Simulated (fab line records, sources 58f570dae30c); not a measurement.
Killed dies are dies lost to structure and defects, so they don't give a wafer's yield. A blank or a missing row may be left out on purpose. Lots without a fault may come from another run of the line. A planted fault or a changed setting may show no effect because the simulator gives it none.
fab line records | flow berkeley_cmos170
record lots=5 wafers=23
route steps=331 shown SACOX@98 SCREENOX@101 NVT@111 PVT@122 GATE@135 PLDD@146 NLDD@159
start_h: hours from the record's first day to the start of the lot's first wafer shown | wait_h: hours since the lot's step before | " the same as in the row above | L1.1+2: a row that stands for several wafers | - no value, or no start given | * or withheld: withheld | < > ~ a bound
route shown NAME@n: a module of which the file shows steps, and the number in the route of the first | usual: mean/standard deviation of fault-free wafers | same: alike in all rows | chamber/n: place in a boat | sites: the reading at each site | _std_site: their standard deviation | _edge_site: outer sites' mean less inner sites' | radius_mm: how far each site lies from the wafer's centre | mask NAME#n: copy n | behind: the tool/chamber that last shaped the wafer | hold: why the lot was held/for how many hours/how that ended | device: the transistor (n, p or np) that didn't switch | end of line: the same wafers' tests at the end of the route | a step without rows: its recipe alone | killed: dies lost to structure and defects at the first sort, not the wafer's yield | map: a wafer's dies, x killed, . not, _ none there
set.NAME: the setting as run; set.NAME@STEP: as run at that earlier step | model.NAME: the simulator's own value behind a step, which no gauge read
lots whose settings were changed on purpose; a table a step, a row a wafer
## steps
# step UCB170_SACOX_OXIDATION_01
# recipe temp_c=900 ambient=O2 target_thk_a=144 ox_time_s=2400
# columns lot.wafer tool chamber start_h wait_h set.temp_c model.SiO2_of_SACOX_OXIDATION_01.thk_nm
L077.1 - - - 4.8 900 14.32
L077.3 " - " " 900 14.15
L077.4 " - " " 900 14.54
L077.5 " - " " 900 14.56
L077.6 " - " " 900 14.55
L078.1 - - - 6.4 892.3 13.32
L078.3 " - " " 892.3 13.3
L078.4 " - " " 892.3 13.2
L078.5 " - " " 892.3 13.24
L078.6 " - " " 892.3 13.51
L079.1 - - - 6.4 913.4 16.71
L079.2 " - " " 913.4 16.73
L079.3 " - " " 913.4 16.47
L079.4 " - " " 913.4 16.28
L079.5 " - " " 913.4 16.59
L081.1 furnace-04 0 147.32 3.2 900 14.47
L081.3 " 0 " " 900 14.37
L081.6 " 0 " " 900 14.46
L083.1 - - - 2.7 889.1 12.84
L083.3 " - " " 889.1 12.79
L083.4 " - " " 889.1 12.49
L083.5 " - " " 889.1 12.83
L083.6 " - " " 889.1 12.78
# step UCB170_SACOX_THK_MEAS_02
# recipe reads=SiO2_of_SACOX_OXIDATION_01
# usual SACOX_OXIDE_THK=14.40/0.21
# columns lot.wafer tool chamber start_h wait_h set.temp_c@SACOX_OXIDATION_01 SACOX_OXIDE_THK[nm]
L077.1 film_metro-01 - - - 900 14.38
L077.3 " - " " 900 14.17
L077.4 " - " " 900 14.55
L077.5 " - " " 900 14.57
L077.6 " - " " 900 14.54
L078.1 film_metro-03 - - - 892.3 13.26
L078.3 " - " " 892.3 13.26
L078.4 " - " " 892.3 13.24
L078.5 " - " " 892.3 13.23
L078.6 " - " " 892.3 13.53
L079.1 film_metro-01 - - - 913.4 16.72
L079.2 " - " " 913.4 16.74
L079.3 " - " " 913.4 16.42
L079.4 " - " " 913.4 16.28
L079.5 " - " " 913.4 16.56
L081.1 film_metro-01 - 148.98 0.0 900 14.46
L081.3 " - " " 900 14.40
L081.6 " - " " 900 14.49
L083.1 film_metro-03 - - - 889.1 12.87
L083.3 " - " " 889.1 12.79
L083.4 " - " " 889.1 12.45
L083.5 " - " " 889.1 12.82
L083.6 " - " " 889.1 12.75
# step UCB170_SCREENOX_OXIDATION_01
# recipe temp_c=900 ambient=O2 target_thk_a=144 ox_time_s=2400
# columns lot.wafer tool chamber start_h wait_h set.ox_time_s model.SiO2_of_SCREENOX_OXIDATION_01.thk_nm
L077.1 - - - 5.2 2142 13.63
L077.3 " - " " 2142 13.37
L077.4 " - " " 2142 13.31
L077.5 " - " " 2142 13.41
L077.6 " - " " 2142 13.51
L078.1 - - - 5.3 2582 15.36
L078.3 " - " " 2582 15.06
L078.4 " - " " 2582 14.94
L078.5 " - " " 2582 15.14
L078.6 " - " " 2582 15.3
L079.1 - - - 5.3 2108 13.24
L079.2 " - " " 2108 13.19
L079.3+5 " - " " 2108 13.17
L079.4 " - " " 2108 13.04
L081.1 furnace-04 0 153.82 4.7 2400 14.57
L081.3 " 0 " " 2400 14.41
L081.6 " 0 " " 2400 14.56
L083.1 - - - 3.6 2275 13.39
L083.3 " - " " 2275 13.59
L083.4 " - " " 2275 13.42
L083.5 " - " " 2275 13.53
L083.6 " - " " 2275 13.13
# step UCB170_NVT_IMPLANT_07
# recipe species=BF2 dose_cm2=3e+12 energy_kev=50 tilt_deg=7
# columns lot.wafer tool chamber start_h wait_h set.dose_cm2
L077.1+3+4+5+6 implanter-03 0 136.87 0.0 3e+12
L078.1+3+4 implanter-01 0 154.68 0.0 3e+12
L078.5+6 " 0 " " 2.791e+12
L079.1+2 implanter-02 0 155.21 0.0 3.207e+12
L079.3+4+5 " 0 " " 3e+12
L081.1+3+6 implanter-03 0 161.63 0.3 3e+12
L083.1+3+4+5+6 implanter-02 0 174.27 0.0 3e+12
# step UCB170_NVT_STRIP_08
# recipe chemistry=O2 power_w=400 pressure_mtorr=3500 platen_temp_c=withheld o2_flow_sccm=400 overash_fraction=0.5
# step UCB170_NVT_TW_MEAS_09
# usual NVT_TW=523/3.7
# columns lot.wafer tool chamber start_h wait_h set.dose_cm2@NVT_IMPLANT_07 NVT_TW
L077.1 film_metro-03 - 137.12 0.1 3e+12 526
L077.3 " - " " 3e+12 524
L077.4 " - " " 3e+12 526
L077.5 " - " " 3e+12 524
L077.6 " - " " 3e+12 526
L078.1 film_metro-03 - 154.93 0.1 3e+12 529
L078.3 " - " " 3e+12 525
L078.4 " - " " 3e+12 526
L078.5 " - " " 2.791e+12 515
L078.6 " - " " 2.791e+12 510
L079.1 film_metro-03 - 155.46 0.1 3.207e+12 538
L079.2 " - " " 3.207e+12 538
L079.3 " - " " 3e+12 526
L079.4 " - " " 3e+12 526
L079.5 " - " " 3e+12 527
L081.1 film_metro-04 - 161.88 0.1 3e+12 526
L081.3 " - " " 3e+12 526
L081.6 " - " " 3e+12 527
L083.1 film_metro-02 - 174.53 0.1 3e+12 522
L083.3 " - " " 3e+12 522
L083.4 " - " " 3e+12 521
L083.5 " - " " 3e+12 521
L083.6 " - " " 3e+12 518
# step UCB170_PVT_IMPLANT_07
# recipe species=P dose_cm2=2e+12 energy_kev=30 tilt_deg=7
# columns lot.wafer tool chamber start_h wait_h set.dose_cm2
L077.1+3+4+5+6 implanter-02 0 138.92 0.0 2e+12
L078.1+4+5 implanter-03 0 157.86 0.0 2e+12
L078.3+6 " 0 " " 1.898e+12
L079.1+3+4 implanter-03 0 158.11 0.0 2e+12
L079.2+5 " 0 " " 1.853e+12
L081.1+3+6 implanter-04 0 166.52 0.0 2e+12
L083.1+3+4+5+6 implanter-02 0 176.25 0.0 2e+12
# step UCB170_PVT_STRIP_08
# recipe chemistry=O2 power_w=400 pressure_mtorr=3500 platen_temp_c=withheld o2_flow_sccm=400 overash_fraction=0.5
# step UCB170_PVT_TW_MEAS_09
# usual PVT_TW=509/3.7
# columns lot.wafer tool chamber start_h wait_h set.dose_cm2@PVT_IMPLANT_07 PVT_TW
L077.1 film_metro-03 - 139.17 0.1 2e+12 509
L077.3 " - " " 2e+12 509
L077.4 " - " " 2e+12 510
L077.5 " - " " 2e+12 510
L077.6 " - " " 2e+12 511
L078.1 film_metro-03 - 158.11 0.1 2e+12 509
L078.3 " - " " 1.898e+12 500
L078.4 " - " " 2e+12 505
L078.5 " - " " 2e+12 510
L078.6 " - " " 1.898e+12 500
L079.1 film_metro-03 - 158.36 0.1 2e+12 511
L079.2 " - " " 1.853e+12 496
L079.3 " - " " 2e+12 510
L079.4 " - " " 2e+12 508
L079.5 " - " " 1.853e+12 495
L081.1 film_metro-03 - 166.77 0.1 2e+12 506
L081.3 " - " " 2e+12 507
L081.6 " - " " 2e+12 509
L083.1 film_metro-03 - 176.50 0.1 2e+12 509
L083.3 " - " " 2e+12 507
L083.4 " - " " 2e+12 510
L083.5 " - " " 2e+12 510
L083.6 " - " " 2e+12 511
# step UCB170_GATE_EXPOSE_09
# recipe mask_id=POLY target_cd_nm=350 na=0.5 sigma_outer=0.6 source_shape=conventional dose_mj=21
# columns lot.wafer tool chamber start_h wait_h mask set.dose_mj
L077.1+3+4 krf_scanner-02 0 153.14 - POLY#0 21.74
L077.5+6 " 0 " " POLY#0 21
L079.1+2+3+4+5 krf_scanner-01 0 170.24 - POLY#0 21
L078.1+3 krf_scanner-01 0 170.36 - POLY#0 21
L078.4+5+6 " 0 " " POLY#0 20.17
L081.1+3+6 krf_scanner-01 0 183.16 - POLY#0 21
L083.1+4+6 krf_scanner-02 0 202.69 - POLY#0 21
L083.3+5 " 0 " " POLY#0 19.59
# step UCB170_GATE_PEB_10
# recipe peb_temp_c=130 peb_time_s=withheld resist=KrF
# step UCB170_GATE_DEVELOP_11
# recipe developer=TMAH develop_time_s=45 resist=KrF dev_temp_c=21
# step UCB170_GATE_CD_MEAS_12
# recipe target_cd_nm=350
# usual cd_nm=350.5/1.4
# columns lot.wafer tool chamber start_h wait_h set.dose_mj@GATE_EXPOSE_09 cd_nm
L077.1 cd_sem-02 - 154.37 - 21.74 345.8
L077.3 " - " " 21.74 343.9
L077.4 " - " " 21.74 343.9
L077.5 " - " " 21 350.0
L077.6 " - " " 21 350.3
L079.1 cd_sem-01 - 171.12 - 21 349.1
L079.2 " - " " 21 349.3
L079.3 " - " " 21 349.2
L079.4 " - " " 21 349.3
L079.5 " - " " 21 348.7
L078.1 cd_sem-02 - 171.20 - 21 352.2
L078.3 " - " " 21 352.1
L078.4 " - " " 20.17 359.3
L078.5 " - " " 20.17 359.3
L078.6 " - " " 20.17 358.0
L081.1 cd_sem-02 - 183.55 - 21 349.4
L081.3 " - " " 21 349.6
L081.6 " - " " 21 349.8
L083.1 cd_sem-01 - 203.08 - 21 350.4
L083.3 " - " " 19.59 363.2
L083.4 " - " " 21 350.5
L083.5 " - " " 19.59 361.1
L083.6 " - " " 21 350.3
# step UCB170_GATE_ETCH_14
# recipe chemistry=N2/H2 target_depth_a=withheld overetch_a=withheld target=BARC time_s=withheld source_w=500 bias_w=100 pressure_mtorr=30 n2_flow_sccm=100 h2_flow_sccm=200
# step UCB170_GATE_ETCH_15
# recipe chemistry=HBr/Cl2 target=poly-Si stop_on=SiO2 over_etch_frac=0.3 icp_w=300 bias_w=150 time_s=56.3 pressure_mtorr=15 HBr_flow_sccm=150 Cl2_flow_sccm=50 target_depth_a=2782
# columns lot.wafer tool chamber start_h wait_h set.dose_mj@GATE_EXPOSE_09 model.GATE.cd_nm
L077.1 rie_si-02 1 154.57 - 21.74 346.3
L077.3 " 2 " " 21.74 343.8
L077.4 " 0 " " 21.74 343.6
L077.5+6 " 2,1 " " 21 350.5
L079.1 rie_si-01 2 171.31 - 21 348.4
L079.2 " 0 " " 21 348.6
L079.3 " 3 " " 21 349.9
L079.4 " 1 " " 21 349.7
L079.5 " 1 " " 21 349.3
L078.1+3 rie_si-02 2,0 171.40 - 21 352.9
L078.4 " 1 " " 20.17 360.7
L078.5 " 3 " " 20.17 360.1
L078.6 " 2 " " 20.17 358.9
L081.1 rie_si-02 0 183.75 - 21 350
L081.3 " 1 " " 21 350.4
L081.6 " 1 " " 21 349.8
L083.1 rie_si-02 1 203.28 - 21 349.8
L083.3 " 0 " " 19.59 363.4
L083.4 " 3 " " 21 350.2
L083.5 " 1 " " 19.59 361.1
L083.6 " 0 " " 21 350
# step UCB170_GATE_STRIP_16
# recipe chemistry=O2 power_w=400 pressure_mtorr=3500 platen_temp_c=withheld o2_flow_sccm=400 overash_fraction=0.5
# step UCB170_GATE_CD_MEAS_90
# recipe target_cd_nm=350
# usual cd_nm=350.7/1.6
# columns lot.wafer tool chamber start_h wait_h set.dose_mj@GATE_EXPOSE_09 cd_nm
L077.1 cd_sem-02 - 154.72 0.1 21.74 346.2
L077.3 " - " " 21.74 343.8
L077.4 " - " " 21.74 343.5
L077.5 " - " " 21 350.5
L077.6 " - " " 21 350.6
L079.1 cd_sem-01 - 171.46 0.1 21 348.5
L079.2 " - " " 21 348.6
L079.3 " - " " 21 349.7
L079.4 " - " " 21 350.1
L079.5 " - " " 21 349.2
L078.1 cd_sem-02 - 171.60 0.1 21 353.0
L078.3 " - " " 21 352.8
L078.4 " - " " 20.17 360.4
L078.5 " - " " 20.17 359.9
L078.6 " - " " 20.17 358.8
L081.1 cd_sem-02 - 183.90 0.1 21 350.0
L081.3 " - " " 21 350.4
L081.6 " - " " 21 350.1
L083.1 cd_sem-01 - 203.42 0.1 21 349.4
L083.3 " - " " 19.59 363.4
L083.4 " - " " 21 350.0
L083.5 " - " " 19.59 360.9
L083.6 " - " " 21 350.1
# step UCB170_PLDD_COAT_01
# recipe resist=KrF spin_rpm=1500 resist_thk_nm=900
# columns lot.wafer tool chamber start_h wait_h set.resist_thk_nm model.KrF_of_PLDD_COAT_01.thk_nm
L077.1 litho_track-02 0 156.22 0.1 900 899.8
L077.3 " 0 " " 853.4 852.8
L077.4 " 0 " " 900 899.7
L077.5 " 0 " " 853.4 854.2
L077.6 " 0 " " 900 902.9
L079.1 litho_track-03 0 172.08 0.1 900 899
L079.2 " 0 " " 943.5 944.9
L079.3 " 0 " " 900 903.3
L079.4 " 0 " " 943.5 946.4
L079.5 " 0 " " 943.5 944.3
L078.1 litho_track-04 0 172.11 0.1 900 900
L078.3 " 0 " " 872.4 873
L078.4 " 0 " " 900 897.4
L078.5 " 0 " " 872.4 871.2
L078.6 " 0 " " 872.4 873.2
L081.1 litho_track-04 0 185.55 0.1 900 898.8
L081.3 " 0 " " 900 897.3
L081.6 " 0 " " 900 898.2
L083.1 litho_track-02 0 203.96 0.1 920.7 919.3
L083.3 " 0 " " 920.7 919.1
L083.4 " 0 " " 900 898.9
L083.5 " 0 " " 900 900.6
L083.6 " 0 " " 920.7 922
# step UCB170_PLDD_PEB_04
# recipe peb_temp_c=130 peb_time_s=withheld resist=KrF
# columns lot.wafer tool chamber start_h wait_h set.peb_temp_c
L077.1+6 litho_track-02 0 157.52 0.9 130
L077.3+4+5 " 0 " " 131.5
L079.1+2+5 litho_track-03 0 173.10 0.6 131.1
L079.3+4 " 0 " " 130
L078.1+3+4+5+6 litho_track-04 0 173.31 0.5 130
L081.1+3+6 litho_track-03 0 186.48 0.6 130
L083.1+3+5 litho_track-03 0 204.50 0.1 130
L083.4+6 " 0 " " 128.4
# step UCB170_PLDD_DEVELOP_05
# recipe developer=TMAH develop_time_s=45 resist=KrF dev_temp_c=21
# step UCB170_PLDD_CD_MEAS_06
# recipe target_cd_nm=1200
# usual cd_nm=1200.3/1.4
# columns lot.wafer tool chamber start_h wait_h set.peb_temp_c@PLDD_PEB_04 cd_nm
L077.1 cd_sem-01 - 157.80 - 130 1203.6
L077.3 " - " " 131.5 1214.9
L077.4 " - " " 131.5 1213.3
L077.5 " - " " 131.5 1214.9
L077.6 " - " " 130 1202.3
L079.1 cd_sem-02 - 173.38 - 131.1 1205.7
L079.2 " - " " 131.1 1205.8
L079.3 " - " " 130 1198.5
L079.4 " - " " 130 1197.2
L079.5 " - " " 131.1 1204.3
L078.1 cd_sem-01 - 173.58 - 130 1201.1
L078.3 " - " " 130 1201.0
L078.4 " - " " 130 1201.1
L078.5 " - " " 130 1201.6
L078.6 " - " " 130 1201.7
L081.1 cd_sem-02 - 186.80 - 130 1200.2
L081.3 " - " " 130 1200.3
L081.6 " - " " 130 1199.3
L083.1 cd_sem-01 - 204.77 - 130 1199.5
L083.3 " - " " 130 1199.1
L083.4 " - " " 128.4 1189.7
L083.5 " - " " 130 1200.5
L083.6 " - " " 128.4 1187.2
# step UCB170_PLDD_IMPLANT_08
# recipe species=BF2 dose_cm2=5e+13 energy_kev=10 tilt_deg=7 rotation_deg=0
# step UCB170_PLDD_IMPLANT_09
# recipe species=BF2 dose_cm2=5e+13 energy_kev=10 tilt_deg=7 rotation_deg=180
# step UCB170_PLDD_STRIP_10
# recipe chemistry=O2 power_w=400 pressure_mtorr=3500 platen_temp_c=withheld o2_flow_sccm=400 overash_fraction=0.5
# usual strip_time_to_endpoint_s=21.60/0.044
# columns lot.wafer tool chamber start_h wait_h set.resist_thk_nm@PLDD_COAT_01 strip_time_to_endpoint_s
L077.1 plasma_asher-01 0 158.28 0.1 900 21.63
L077.3 " 1 " " 853.4 20.49
L077.4 " 0 " " 900 21.65
L077.5 " 0 " " 853.4 20.55
L077.6 " 1 " " 900 21.70
L079.1 plasma_asher-02 0 173.83 0.1 900 21.61
L079.2 " 1 " " 943.5 22.70
L079.3 " 1 " " 900 21.71
L079.4 " 0 " " 943.5 22.73
L079.5 " 0 " " 943.5 22.69
L078.1 plasma_asher-01 0 174.04 0.1 900 21.62
L078.3 " 0 " " 872.4 20.97
L078.4 " 1 " " 900 21.58
L078.5 " 1 " " 872.4 20.95
L078.6 " 0 " " 872.4 20.99
L081.1 plasma_asher-03 0 187.25 0.1 900 21.60
L081.3 " 0 " " 900 21.56
L081.6 " 1 " " 900 21.58
L083.1 plasma_asher-01 0 205.23 0.1 920.7 22.08
L083.3 " 1 " " 920.7 22.08
L083.4 " 0 " " 900 21.60
L083.5 " 1 " " 900 21.64
L083.6 " 0 " " 920.7 22.15
# step UCB170_NLDD_COAT_01
# recipe resist=KrF spin_rpm=1500 resist_thk_nm=900
# columns lot.wafer tool chamber start_h wait_h set.resist_thk_nm model.KrF_of_NLDD_COAT_01.thk_nm
L077.1 litho_track-03 0 159.40 0.1 900 896.1
L077.3 " 0 " " 940.2 936.7
L077.4 " 0 " " 900 897.7
L077.5 " 0 " " 940.2 935.9
L077.6 " 0 " " 940.2 939.6
L078.1 litho_track-03 0 174.66 0.1 900 897.5
L078.3 " 0 " " 878.9 875.8
L078.4 " 0 " " 878.9 877.4
L078.5 " 0 " " 878.9 876.7
L078.6 " 0 " " 900 897.6
L079.1 litho_track-01 0 174.66 0.1 883.3 880.8
L079.2 " 0 " " 900 898.4
L079.3 " 0 " " 900 896.9
L079.4 " 0 " " 883.3 881.4
L079.5 " 0 " " 883.3 880.5
L081.1 litho_track-03 0 187.74 0.1 900 895
L081.3 " 0 " " 900 897.3
L081.6 " 0 " " 900 896
L083.1 litho_track-04 0 205.71 0.1 900 901.5
L083.3 " 0 " " 867.1 865.3
L083.4 " 0 " " 867.1 866.2
L083.5 " 0 " " 900 900.5
L083.6 " 0 " " 900 898.7
# step UCB170_NLDD_SOFTBAKE_02
# recipe resist=KrF temp_c=130 time_s=60
# step UCB170_NLDD_EXPOSE_03
# recipe mask_id=NSELECT na=0.5 sigma_outer=0.6 source_shape=conventional target_cd_nm=1200 dose_mj=30
# step UCB170_NLDD_IMPLANT_08
# recipe species=As dose_cm2=5e+13 energy_kev=30 tilt_deg=7 rotation_deg=0
# step UCB170_NLDD_IMPLANT_09
# recipe species=As dose_cm2=5e+13 energy_kev=30 tilt_deg=7 rotation_deg=180
# step UCB170_NLDD_STRIP_10
# recipe chemistry=O2 power_w=400 pressure_mtorr=3500 platen_temp_c=withheld o2_flow_sccm=400 overash_fraction=0.5
# usual strip_time_to_endpoint_s=21.58/0.049
# columns lot.wafer tool chamber start_h wait_h set.resist_thk_nm@NLDD_COAT_01 strip_time_to_endpoint_s
L077.1 plasma_asher-02 0 161.48 0.1 900 21.53
L077.3 " 1 " " 940.2 22.51
L077.4 " 0 " " 900 21.58
L077.5 " 1 " " 940.2 22.48
L077.6 " 0 " " 940.2 22.57
L079.1 plasma_asher-03 1 175.93 0.1 883.3 21.18
L079.2 " 0 " " 900 21.58
L079.3 " 0 " " 900 21.57
L079.4 " 1 " " 883.3 21.17
L079.5 " 0 " " 883.3 21.15
L078.1 plasma_asher-04 1 176.22 0.1 900 21.58
L078.3 " 0 " " 878.9 21.05
L078.4 " 1 " " 878.9 21.10
L078.5 " 1 " " 878.9 21.07
L078.6 " 0 " " 900 21.57
L081.1 plasma_asher-03 0 189.35 0.1 900 21.52
L081.3 " 0 " " 900 21.57
L081.6 " 0 " " 900 21.54
L083.1 plasma_asher-04 0 207.05 0.1 900 21.65
L083.3 " 0 " " 867.1 20.78
L083.4 " 1 " " 867.1 20.81
L083.5 " 1 " " 900 21.64
L083.6 " 0 " " 900 21.59
## key
split step=UCB170_SACOX_OXIDATION_01 setting=temp_c stated=900 by=lot
response step=UCB170_SACOX_OXIDATION_01 reading=model.SiO2_of_SACOX_OXIDATION_01.thk_nm change=+1.4 per=1% r=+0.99
response step=UCB170_SACOX_THK_MEAS_02 reading=SACOX_OXIDE_THK change=+1.4 per=1% r=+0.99
split step=UCB170_SCREENOX_OXIDATION_01 setting=ox_time_s stated=2400 by=lot
response step=UCB170_SCREENOX_OXIDATION_01 reading=model.SiO2_of_SCREENOX_OXIDATION_01.thk_nm change=+0.1 per=1% r=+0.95
split step=UCB170_NVT_IMPLANT_07 setting=dose_cm2 stated=3e+12 by=wafer
response step=UCB170_NVT_TW_MEAS_09 reading=NVT_TW change=+1.88 per=1% r=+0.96
split step=UCB170_PVT_IMPLANT_07 setting=dose_cm2 stated=2e+12 by=wafer
response step=UCB170_PVT_TW_MEAS_09 reading=PVT_TW change=+1.78 per=1% r=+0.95
split step=UCB170_GATE_EXPOSE_09 setting=dose_mj stated=21 by=wafer
response step=UCB170_GATE_CD_MEAS_12 reading=cd_nm change=-1.72 per=1% r=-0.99
response step=UCB170_GATE_ETCH_15 reading=model.GATE.cd_nm change=-1.79 per=1% r=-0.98
response step=UCB170_GATE_CD_MEAS_90 reading=cd_nm change=-1.79 per=1% r=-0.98
split step=UCB170_PLDD_COAT_01 setting=resist_thk_nm stated=900 by=wafer
response step=UCB170_PLDD_COAT_01 reading=model.KrF_of_PLDD_COAT_01.thk_nm change=+9.02 per=1% r=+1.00
response step=UCB170_PLDD_STRIP_10 reading=strip_time_to_endpoint_s change=* per=1% r=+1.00
split step=UCB170_PLDD_PEB_04 setting=peb_temp_c stated=130 by=wafer
response step=UCB170_PLDD_CD_MEAS_06 reading=cd_nm change=+9.34 per=1% r=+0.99
split step=UCB170_NLDD_COAT_01 setting=resist_thk_nm stated=900 by=wafer
response step=UCB170_NLDD_COAT_01 reading=model.KrF_of_NLDD_COAT_01.thk_nm change=+9.16 per=1% r=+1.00
response step=UCB170_NLDD_STRIP_10 reading=strip_time_to_endpoint_s change=* per=1% r=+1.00
